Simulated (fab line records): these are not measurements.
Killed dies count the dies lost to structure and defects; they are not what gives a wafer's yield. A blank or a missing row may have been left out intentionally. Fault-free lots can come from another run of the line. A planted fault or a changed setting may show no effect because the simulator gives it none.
Split-lot trial | flow rit cmos | 23 wafers read across 5 lots, on a route 202 steps long

THE SPLIT ITSELF
At RIT_PWELL_IMPLANT_08, the setting dose cm2 was moved away from the recipe's 7e+13 on 7 of the 23 wafers read, by -7.4% to +5.4%. The other wafers ran this setting at the recipe's value.

FROM THE SPLIT TO THE READING: what the file shows between them, 4 steps
- RIT_PWELL_STRIP_09: strips in O2, time 180 s
- RIT_PWELL_TW_MEAS_10
- RIT_WELLDRIVE_ANNEAL_00: time 14700 s
- RIT_WELLDRIVE_RS_MEAS_01: measures by four-point-probe

THE READING
At RIT_WELLDRIVE_RS_MEAS_02, a four-point-probe measurement gives PWELL_RS in ohm/sq. A value of 429.8 ohm/sq with a standard deviation of 0.94 ohm/sq is what fault-free wafers of this fab line usually give.

wafer  | tool, chamber at the split | dose cm2 as run | against the recipe | PWELL_RS, ohm/sq | against lot-mates on the recipe
L075.1 | implanter-03, 0            | 6.48e+13        | -7.4%              | 450.9            | +20.3
L075.2 | implanter-03, 0            | 7e+13           | recipe             | 431.6            | -
L075.3 | implanter-03, 0            | 6.48e+13        | -7.4%              | 451.9            | +21.3
L075.4 | implanter-03, 0            | 7e+13           | recipe             | 430.2            | -
L075.5 | implanter-03, 0            | 7e+13           | recipe             | 430.1            | -
L076.1 | implanter-04, 0            | 7e+13           | recipe             | 430.0            | -
L076.4 | implanter-04, 0            | 7e+13           | recipe             | 431.5            | -
L076.5 | implanter-04, 0            | 7e+13           | recipe             | 430.6            | -
L080.1 | implanter-02, 0            | 6.767e+13       | -3.3%              | 437.3            | +7.7
L080.2 | implanter-02, 0            | 7e+13           | recipe             | 430.5            | -
L080.3 | implanter-02, 0            | 7e+13           | recipe             | 428.7            | -
L080.4 | implanter-02, 0            | 6.767e+13       | -3.3%              | 439.1            | +9.5
L080.5 | implanter-02, 0            | 6.767e+13       | -3.3%              | 439.7            | +10.1
L082.1 | implanter-02, 0            | 7e+13           | recipe             | 431.1            | -
L082.2 | implanter-02, 0            | 7e+13           | recipe             | 431.2            | -
L082.3 | implanter-02, 0            | 7e+13           | recipe             | 430.3            | -
L082.4 | implanter-02, 0            | 7e+13           | recipe             | 430.0            | -
L082.5 | implanter-02, 0            | 7e+13           | recipe             | 429.3            | -
L085.2 | implanter-02, 0            | 7.377e+13       | +5.4%              | 414.2            | -15.4
L085.3 | implanter-02, 0            | 7.377e+13       | +5.4%              | 415.6            | -14.0
L085.4 | implanter-02, 0            | 7e+13           | recipe             | 429.2            | -
L085.5 | implanter-02, 0            | 7e+13           | recipe             | 430.4            | -
L085.6 | implanter-02, 0            | 7e+13           | recipe             | 429.2            | -

THE FIT
A straight line over all 23 wafers: PWELL_RS changes by -2.81 ohm/sq for each +1% of dose cm2; r = -0.99; the points scatter about the line by 0.92 ohm/sq.
The same after taking each lot's own level away (the mean of its wafers on the recipe; 23 wafers): -2.76 ohm/sq for each +1%; r = -1.00; scatter 0.77 ohm/sq.
On that fit, the largest move of dose cm2 shifts the reading by 21 ohm/sq.
Across the lots, their own levels run from 429.60 to 430.70 ohm/sq, a range of 1.2 times the standard deviation given above.
Hence the lot-to-lot level has little effect on the slope; both slopes agree.
Check: for one of the wafers moved furthest among these (-7.4%), held out of the fit, the line's prediction against its lot-mates is +20.7 ohm/sq. Against them it came out at +20.3 ohm/sq.

THESE WAFERS: OTHER SPLITS
Note: prior to the reading, these wafers also went through further splits. Each is held against what the fit with the lots' levels taken away leaves over:
other split on the same wafers    | wafers away from the commonest value | r with PWELL_RS (lot level and that fit taken away)
RIT_ACTIVE_OXIDATION_01 ox time s | 10                                   | +0.03
RIT_NWELL_COAT_01 spin rpm        | 6                                    | -0.11
RIT_NWELL_IMPLANT_08 dose cm2     | 7                                    | +0.13

THE WHOLE CHAIN: every reading that the file lists as answering this split, in the file's order
step                     | what it does                 | reading  | change (the file's fit)           | r (the file's)
RIT_PWELL_TW_MEAS_10     |                              | PWELL_TW | +2.99 for each +1% of the setting | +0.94
RIT_WELLDRIVE_RS_MEAS_02 | measures by four-point-probe | PWELL_RS | -2.77 for each +1% of the setting | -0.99

THE FILE'S OWN FIT
PWELL_RS changes by -2.77 ohm/sq for each +1% of dose cm2, r = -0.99.
